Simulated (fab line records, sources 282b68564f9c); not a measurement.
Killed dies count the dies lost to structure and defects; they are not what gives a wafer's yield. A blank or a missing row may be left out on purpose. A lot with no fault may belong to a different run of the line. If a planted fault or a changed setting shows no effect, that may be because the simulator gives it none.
fab line records + flow ritCmos
record
- lots=14
- wafers=42
- lastDay=7
route steps=202 shown PRETRO@73 SILICIDE@163 CONTACT@182 M1@202
lots that met no fault: taken from a fault-free run of the same line
startH: the number of hours between the record's first day and the start of the first shown wafer of the lot + waitH: hours from the lot's prior step to this one + " unchanged from the row above + L1.1+2: a single row standing in for several wafers + - no value, or no start was given + * or withheld: withheld + < > ~ a bound
route shown NAME@n: names a module that has steps shown in the file, with the first one's number in the route + usual: average and standard deviation across the fault-free wafers + same: alike in all rows + chamber/n: place in a boat + sites: per-site readings + _std_site: how widely they spread, as a standard deviation + _edge_site: inner sites' mean taken away from outer sites' mean + radiusMm: for every site, how far away it sits from the centre of the wafer + mask NAME#n: copy n + behind: the last tool/chamber to shape the wafer + hold: why the lot was held/for how many hours/how that ended + device: transistor that didn't switch, given as n, p or np + end of line: the tests these same wafers got at the end of their route + a step with no rows: only its recipe + killed: the dies lost at the first sort to structure and to defects; this is not the yield of the wafer + map: a wafer's dies, marking killed ones x, the rest . and places with no die _
set.NAME: the setting that was run; set.NAME@STEP: the one run at that earlier step + model.NAME: the simulator's own value behind a step, which no gauge read
one table for each step of the route and one row for each wafer, over a sample of lots
services: a tool's chamber out of use, with start hour (startH, from the record's first day; less than 0 if before it), hours out, and reason
## steps
# step RIT_PRETRO_STRIP_09
# recipe
- chemistry=O2
- timeS=180
- resist=NOVOLAK
- platenTempC=withheld
- powerW=500
- pressureMtorr=4000
- o2FlowSccm=4000
# usual
- drypumpMotorCurrentA=5.8/0.41
| lot.wafer | tool           | chamber | startH | waitH | drypumpMotorCurrentA | rfHoursCounterH |
|-----------|----------------|---------|--------|-------|----------------------|-----------------|
| L742.1    | plasmaAsher-02 | 1       | 38.82  | 0.1   | 6.1                  | 39              |
| L742.2    | "              | 0       | "      | "     | 6.0                  | 39              |
| L742.4    | "              | 1       | "      | "     | 6.1                  | -               |
| L744.2    | plasmaAsher-02 | 1       | 50.47  | 0.1   | 6.1                  | 40              |
| L744.4    | "              | 0       | "      | "     | 6.1                  | -               |
| L744.6    | "              | 1       | "      | "     | 6.1                  | -               |
| L745.1    | plasmaAsher-02 | 1       | 53.45  | 0.1   | 6.1                  | 41              |
| L745.2    | "              | 0       | "      | "     | 6.0                  | 41              |
| L745.6    | "              | 1       | "      | "     | 6.1                  | -               |
| L746.1    | plasmaAsher-01 | 0       | 60.70  | 0.1   | 5.7                  | 41              |
| L746.5    | "              | 1       | "      | "     | 5.1                  | -               |
| L746.6    | "              | 0       | "      | "     | 5.7                  | -               |
| L747.1    | plasmaAsher-01 | 1       | 63.82  | 0.1   | 5.1                  | 42              |
| L747.3    | "              | 1       | "      | "     | 5.1                  | -               |
| L747.6    | "              | 0       | "      | "     | 5.7                  | -               |
| L748.2    | plasmaAsher-01 | 1       | 67.23  | 0.1   | 5.1                  | 42              |
| L748.3    | "              | 1       | "      | "     | 5.1                  | -               |
| L748.5    | "              | 0       | "      | "     | 5.7                  | -               |
| L749.2    | plasmaAsher-02 | 0       | 74.40  | 0.1   | 6.1                  | 44              |
| L749.4    | "              | 1       | "      | "     | 6.1                  | -               |
| L749.6    | "              | 1       | "      | "     | 6.1                  | -               |
| L751.2    | plasmaAsher-01 | 0       | 82.84  | 0.1   | 5.7                  | 44              |
| L751.3    | "              | 1       | "      | "     | 5.1                  | -               |
| L751.4    | "              | 0       | "      | "     | 5.7                  | -               |
| L758.1    | plasmaAsher-01 | 1       | 118.17 | 0.1   | 5.1                  | 48              |
| L758.4    | "              | 0       | "      | "     | 5.7                  | -               |
| L758.6    | "              | 1       | "      | "     | 5.1                  | -               |
| L759.1    | plasmaAsher-02 | 1       | 123.67 | 0.1   | 6.1                  | 50              |
| L759.4    | "              | 1       | "      | "     | 6.1                  | -               |
| L759.5    | "              | 1       | "      | "     | 6.1                  | -               |
| L760.3    | plasmaAsher-01 | 1       | 128.42 | 0.1   | 5.1                  | -               |
| L760.4    | "              | 0       | "      | "     | 5.7                  | -               |
| L760.5    | "              | 0       | "      | "     | 5.7                  | -               |
| L761.1    | plasmaAsher-02 | 1       | 132.17 | 0.1   | 6.1                  | 50              |
| L761.2    | "              | 0       | "      | "     | 6.0                  | 50              |
| L761.3    | "              | 1       | "      | "     | 6.1                  | -               |
| L762.1    | plasmaAsher-03 | 1       | 137.84 | 0.1   | 6.3                  | 33              |
| L762.2    | "              | 0       | "      | "     | 5.9                  | 33              |
| L762.5    | "              | 1       | "      | "     | 6.3                  | -               |
| L764.2    | plasmaAsher-02 | 0       | 147.56 | 0.1   | 6.1                  | 52              |
| L764.4    | "              | 1       | "      | "     | 6.1                  | -               |
| L764.6    | "              | 0       | "      | "     | 6.0                  | -               |
# step RIT_SILICIDE_RS_MEAS_02
# recipe
- thkMeasGauge=four-point-probe
- reads=Ti_of_SILICIDE_SPUTTER_01
# usual
- SILICIDE_TI_RS=47.6/0.53
| lot.wafer | tool         | chamber | startH | waitH | SILICIDE_TI_RS[ohm/sq] |
|-----------|--------------|---------|--------|-------|------------------------|
| L742.1    | filmMetro-01 | -       | 60.95  | 0.1   | 47.4                   |
| L742.2    | "            | -       | "      | "     | 46.9                   |
| L742.4    | "            | -       | "      | "     | 47.5                   |
| L744.2    | filmMetro-01 | -       | 69.74  | 0.1   | 48.5                   |
| L744.4    | "            | -       | "      | "     | 48.4                   |
| L744.6    | "            | -       | "      | "     | 49.1                   |
| L745.1    | filmMetro-04 | -       | 74.30  | 0.1   | 47.7                   |
| L745.2    | "            | -       | "      | "     | 47.8                   |
| L745.6    | "            | -       | "      | "     | 47.7                   |
| L746.1    | filmMetro-01 | -       | 81.35  | 0.1   | 48.2                   |
| L746.5    | "            | -       | "      | "     | 48.5                   |
| L746.6    | "            | -       | "      | "     | 47.9                   |
| L747.1    | filmMetro-04 | -       | 81.91  | 0.1   | 48.2                   |
| L747.3    | "            | -       | "      | "     | 48.2                   |
| L747.6    | "            | -       | "      | "     | 48.3                   |
| L748.2    | filmMetro-01 | -       | 86.62  | 0.1   | 47.9                   |
| L748.3    | "            | -       | "      | "     | 47.9                   |
| L748.5    | "            | -       | "      | "     | 48.3                   |
| L749.2    | filmMetro-01 | -       | 95.62  | 0.1   | 47.3                   |
| L749.4    | "            | -       | "      | "     | 47.8                   |
| L749.6    | "            | -       | "      | "     | 47.5                   |
| L751.2    | filmMetro-02 | -       | 103.60 | 0.1   | 47.5                   |
| L751.3    | "            | -       | "      | "     | 47.0                   |
| L751.4    | "            | -       | "      | "     | 47.8                   |
| L758.1    | filmMetro-01 | -       | 139.74 | 0.1   | 47.2                   |
| L758.4    | "            | -       | "      | "     | 47.0                   |
| L758.6    | "            | -       | "      | "     | 47.0                   |
| L759.1    | filmMetro-02 | -       | 143.86 | 0.1   | 47.5                   |
| L759.4    | "            | -       | "      | "     | 47.3                   |
| L759.5    | "            | -       | "      | "     | 47.4                   |
| L760.3    | filmMetro-02 | -       | 147.83 | 0.1   | 47.4                   |
| L760.4    | "            | -       | "      | "     | 47.2                   |
| L760.5    | "            | -       | "      | "     | 48.1                   |
| L761.1    | filmMetro-02 | -       | 154.88 | 0.1   | 47.2                   |
| L761.2    | "            | -       | "      | "     | 46.9                   |
| L761.3    | "            | -       | "      | "     | 47.0                   |
| L762.1    | filmMetro-01 | -       | 159.38 | 0.1   | 47.7                   |
| L762.2    | "            | -       | "      | "     | 47.8                   |
| L762.5    | "            | -       | "      | "     | 47.4                   |
| L764.2    | filmMetro-02 | -       | 170.56 | 0.1   | 47.6                   |
| L764.4    | "            | -       | "      | "     | 47.2                   |
| L764.6    | "            | -       | "      | "     | 47.2                   |
# step RIT_SILICIDE_RTA_04
# recipe
- tempC=650
- timeS=10
- idleTempC=25
- rampUpS=5
- rampDownS=5
- coolToC=25
- ambient=N2
# usual
- wafer_temp_C_max=652.3/0.64
| lot.wafer | tool         | chamber | startH | waitH | wafer_temp_C_max |
|-----------|--------------|---------|--------|-------|------------------|
| L742.1    | rtpAnneal-01 | 0       | 61.13  | 0.1   | 652.1            |
| L742.2    | "            | 0       | "      | "     | 651.7            |
| L742.4    | "            | 0       | "      | "     | 652.5            |
| L744.2    | rtpAnneal-01 | 0       | 69.91  | 0.1   | 652.0            |
| L744.4    | "            | 0       | "      | "     | 652.5            |
| L744.6    | "            | 0       | "      | "     | 652.3            |
| L745.1    | rtpAnneal-02 | 0       | 74.48  | 0.1   | 653.2            |
| L745.2    | "            | 0       | "      | "     | 652.7            |
| L745.6    | "            | 0       | "      | "     | 652.9            |
| L746.1    | rtpAnneal-02 | 0       | 81.53  | 0.1   | 652.2            |
| L746.5    | "            | 0       | "      | "     | 652.2            |
| L746.6    | "            | 0       | "      | "     | 652.3            |
| L747.1    | rtpAnneal-02 | 0       | 82.09  | 0.1   | 652.2            |
| L747.3    | "            | 0       | "      | "     | 652.0            |
| L747.6    | "            | 0       | "      | "     | 652.8            |
| L748.2    | rtpAnneal-01 | 0       | 86.79  | 0.1   | 651.6            |
| L748.3    | "            | 0       | "      | "     | 652.8            |
| L748.5    | "            | 0       | "      | "     | 651.0            |
| L749.2    | rtpAnneal-02 | 0       | 95.79  | 0.1   | 652.7            |
| L749.4    | "            | 0       | "      | "     | 653.1            |
| L749.6    | "            | 0       | "      | "     | 652.8            |
| L751.2    | rtpAnneal-02 | 0       | 103.77 | 0.1   | 653.5            |
| L751.3    | "            | 0       | "      | "     | 653.5            |
| L751.4    | "            | 0       | "      | "     | 652.5            |
| L758.1    | rtpAnneal-01 | 0       | 139.92 | 0.1   | 652.7            |
| L758.4    | "            | 0       | "      | "     | 652.3            |
| L758.6    | "            | 0       | "      | "     | 651.1            |
| L759.1    | rtpAnneal-02 | 0       | 144.04 | 0.1   | 652.8            |
| L759.4    | "            | 0       | "      | "     | 653.1            |
| L759.5    | "            | 0       | "      | "     | 652.2            |
| L760.3    | rtpAnneal-01 | 0       | 147.99 | 0.1   | 652.2            |
| L760.4    | "            | 0       | "      | "     | 652.1            |
| L760.5    | "            | 0       | "      | "     | 651.9            |
| L761.1    | rtpAnneal-02 | 0       | 155.06 | 0.1   | 652.7            |
| L761.2    | "            | 0       | "      | "     | 652.3            |
| L761.3    | "            | 0       | "      | "     | 653.1            |
| L762.1    | rtpAnneal-01 | 0       | 159.56 | 0.1   | 651.0            |
| L762.2    | "            | 0       | "      | "     | 651.2            |
| L762.5    | "            | 0       | "      | "     | 651.1            |
| L764.2    | rtpAnneal-01 | 0       | 170.73 | 0.1   | 651.4            |
| L764.4    | "            | 0       | "      | "     | 651.7            |
| L764.6    | "            | 0       | "      | "     | 651.3            |
# step RIT_CONTACT_CLEAN_13
# recipe
- chemistry=SC1
- mix=3:3:50
- timeS=600
- tempC=75
# usual
- bathGuardTempC=74.7/0.54
- bathHeatDutyPct=15.6/1.1
| lot.wafer | tool        | chamber | startH | waitH | bathGuardTempC | bathHeatDutyPct |
|-----------|-------------|---------|--------|-------|----------------|-----------------|
| L742.1    | wetBench-02 | 2       | 63.18  | 0.1   | 75.3           | 15.6            |
| L742.2    | "           | 2       | "      | "     | 75.5           | 15.7            |
| L742.4    | "           | 2       | "      | "     | 75.6           | 15.1            |
| L744.2    | wetBench-03 | 0       | 71.95  | 0.1   | 74.3           | 15.0            |
| L744.4    | "           | 0       | "      | "     | 74.4           | 15.7            |
| L744.6    | "           | 0       | "      | "     | 74.0           | 15.9            |
| L745.1    | wetBench-03 | 1       | 76.53  | 0.1   | 74.6           | 15.5            |
| L745.2    | "           | 1       | "      | "     | 74.5           | 16.5            |
| L745.6    | "           | 1       | "      | "     | 75.2           | 15.1            |
| L746.1    | wetBench-02 | 3       | 83.70  | 0.1   | 74.0           | 14.6            |
| L746.5    | "           | 3       | "      | "     | 74.0           | 14.7            |
| L746.6    | "           | 3       | "      | "     | 74.2           | 14.5            |
| L747.1    | wetBench-04 | 2       | 84.26  | 0.1   | 74.9           | 13.8            |
| L747.3    | "           | 2       | "      | "     | 75.0           | 14.8            |
| L747.6    | "           | 2       | "      | "     | 75.4           | 14.4            |
| L748.2    | wetBench-04 | 0       | 88.83  | 0.1   | -              | -               |
| L748.3    | "           | 0       | "      | "     | -              | -               |
| L748.5    | "           | 0       | "      | "     | -              | -               |
| L749.2    | wetBench-03 | 0       | 98.10  | 0.1   | -              | -               |
| L749.4    | "           | 0       | "      | "     | -              | -               |
| L749.6    | "           | 0       | "      | "     | -              | -               |
| L751.2    | wetBench-02 | 0       | 105.81 | 0.1   | 74.2           | 13.6            |
| L751.3    | "           | 0       | "      | "     | 74.2           | 14.1            |
| L751.4    | "           | 0       | "      | "     | 74.6           | 14.2            |
| L758.1    | wetBench-03 | 1       | 142.18 | 0.1   | 74.7           | 15.8            |
| L758.4    | "           | 1       | "      | "     | 74.8           | 15.4            |
| L758.6    | "           | 1       | "      | "     | 74.6           | 14.6            |
| L759.1    | wetBench-03 | 2       | 146.32 | 0.1   | 75.4           | 13.8            |
| L759.4    | "           | 2       | "      | "     | 75.1           | 14.0            |
| L759.5    | "           | 2       | "      | "     | 75.0           | 13.8            |
| L760.3    | wetBench-02 | 0       | 150.15 | 0.1   | 74.4           | 16.0            |
| L760.4    | "           | 0       | "      | "     | 74.1           | 15.3            |
| L760.5    | "           | 0       | "      | "     | 74.5           | 15.9            |
| L761.1    | wetBench-04 | 0       | 157.27 | 0.1   | 75.2           | 15.6            |
| L761.2    | "           | 0       | "      | "     | 75.3           | 16.4            |
| L761.3    | "           | 0       | "      | "     | 75.5           | 15.4            |
| L762.1    | wetBench-04 | 1       | 161.66 | 0.1   | 74.9           | 16.1            |
| L762.2    | "           | 1       | "      | "     | 75.0           | 17.6            |
| L762.5    | "           | 1       | "      | "     | 75.0           | 17.6            |
| L764.2    | wetBench-03 | 2       | 172.79 | 0.1   | 75.0           | 14.9            |
| L764.4    | "           | 2       | "      | "     | 75.6           | 14.6            |
| L764.6    | "           | 2       | "      | "     | 75.3           | 14.1            |
# step RIT_M1_PROBE_99
# usual
- killedAtContacts=0.1/0.27
- killedAtFrontEnd=6.7/2.9
- killedDies=6.7/2.9
- killedOpen=3.4/1.8
- killedShort=3.3/2.2
# same
- grossDies=264
- killed_at_M0_to_M3=0
- killed_at_M4_up=0
- killedAtBackSide=0
- killedAtOther=0
| lot.wafer | tool      | chamber | startH | waitH | killedAtContacts | killedAtFrontEnd | killedDies | killedOpen | killedShort |
|-----------|-----------|---------|--------|-------|------------------|------------------|------------|------------|-------------|
| L744.2    | prober-01 | -       | 76.40  | 0.1   | 0                | 7                | 7          | 3          | 4           |
| L744.4    | prober-01 | -       | 76.50  | 0.2   | 0                | 6                | 6          | 5          | 1           |
| L744.6    | prober-01 | -       | 76.60  | 0.2   | 0                | 6                | 6          | 3          | 3           |
| L759.1    | prober-01 | -       | 150.69 | 0.1   | 0                | 9                | 9          | 6          | 3           |
| L759.4    | prober-01 | -       | 150.84 | 0.2   | 0                | 3                | 3          | 2          | 1           |
| L759.5    | prober-01 | -       | 150.89 | 0.2   | 0                | 5                | 5          | 4          | 1           |
| L762.1    | prober-02 | -       | 166.02 | 0.1   | 0                | 10               | 10         | 3          | 7           |
| L762.2    | prober-02 | -       | 166.07 | 0.1   | 0                | 5                | 5          | 3          | 2           |
| L762.5    | prober-02 | -       | 166.22 | 0.2   | 0                | 2                | 2          | 1          | 1           |
# killed by level:class
L744.2 REOX:geometricParticle:short=2 REOX:geometricParticle:open=2 GATE:geometricParticle:short=1 SILICIDE:geometricParticle:short=1 SILICIDE:geometricParticle:open=1
L744.4 SILICIDE:geometricParticle:open=3 FOX2:geometricParticle:open=1 GATE:geometricParticle:open=1 SILICIDE:geometricParticle:short=1
L744.6 REOX:geometricParticle:open=2 REOX:geometricParticle:short=2 SILICIDE:geometricParticle:short=1 SILICIDE:geometricParticle:open=1
L759.1 REOX:geometricParticle:open=3 FOX1:geometricParticle:open=2 REOX:geometricParticle:short=2 GATE:geometricParticle:open=1 SPACER:geometricParticle:short=1
L759.4 FOX1:geometricParticle:open=1 FOX1:geometricParticle:short=1 REOX:geometricParticle:open=1
L759.5 REOX:geometricParticle:open=2 SILICIDE:geometricParticle:open=2 SPACER:geometricParticle:short=1
L762.1 FOX2:geometricParticle:short=2 REOX:geometricParticle:open=2 SILICIDE:geometricParticle:short=2 FOX2:geometricParticle:open=1 GATE:geometricParticle:short=1 REOX:geometricParticle:short=1 SPACER:geometricParticle:short=1
L762.2 FOX1:geometricParticle:short=2 GATE:geometricParticle:open=2 SPACER:geometricParticle:open=1
L762.5 REOX:geometricParticle:short=1 SPACER:geometricParticle:open=1
## services
| tool           | chamber | startH | hours | kind   |
|----------------|---------|--------|-------|--------|
| plasmaAsher-03 | -       | 31.99  | 31.5  | repair |
| rtpAnneal-02   | -       | 51.47  | 4.8   | pm     |
| plasmaAsher-03 | -       | 63.47  | 2.8   | pm     |
| plasmaAsher-03 | -       | 139.37 | 6.4   | repair |
| plasmaAsher-01 | -       | 145.12 | 2.8   | pm     |
## key
firstSign
- step=RIT_CONTACT_CLEAN_13
- reading=toolRecord
- direction=missing
effect none on later readings
metAt RIT_CONTACT_CLEAN_13
struckLots L748,L749
testerLeftOut L748,L749
notActingAt RIT_PRETRO_STRIP_09,RIT_SILICIDE_RS_MEAS_02,RIT_SILICIDE_RTA_04
onsetBetween 84.26 88.83
fault
- kind=skippedStepWhole
- tool=wetBench-03,wetBench-04
- chamber=-
- onsetH=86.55
- steps=RIT_CONTACT_CLEAN_13
- scope=struckLotsOnly
# testerLeftOut: of these lots the tester's yield and bins aren't shown, on N5 and GAA mostly nor the transistor test; their killed dies are dies lost to structure and defects alone, not to doping, threshold or leakage, so they don't give the yield
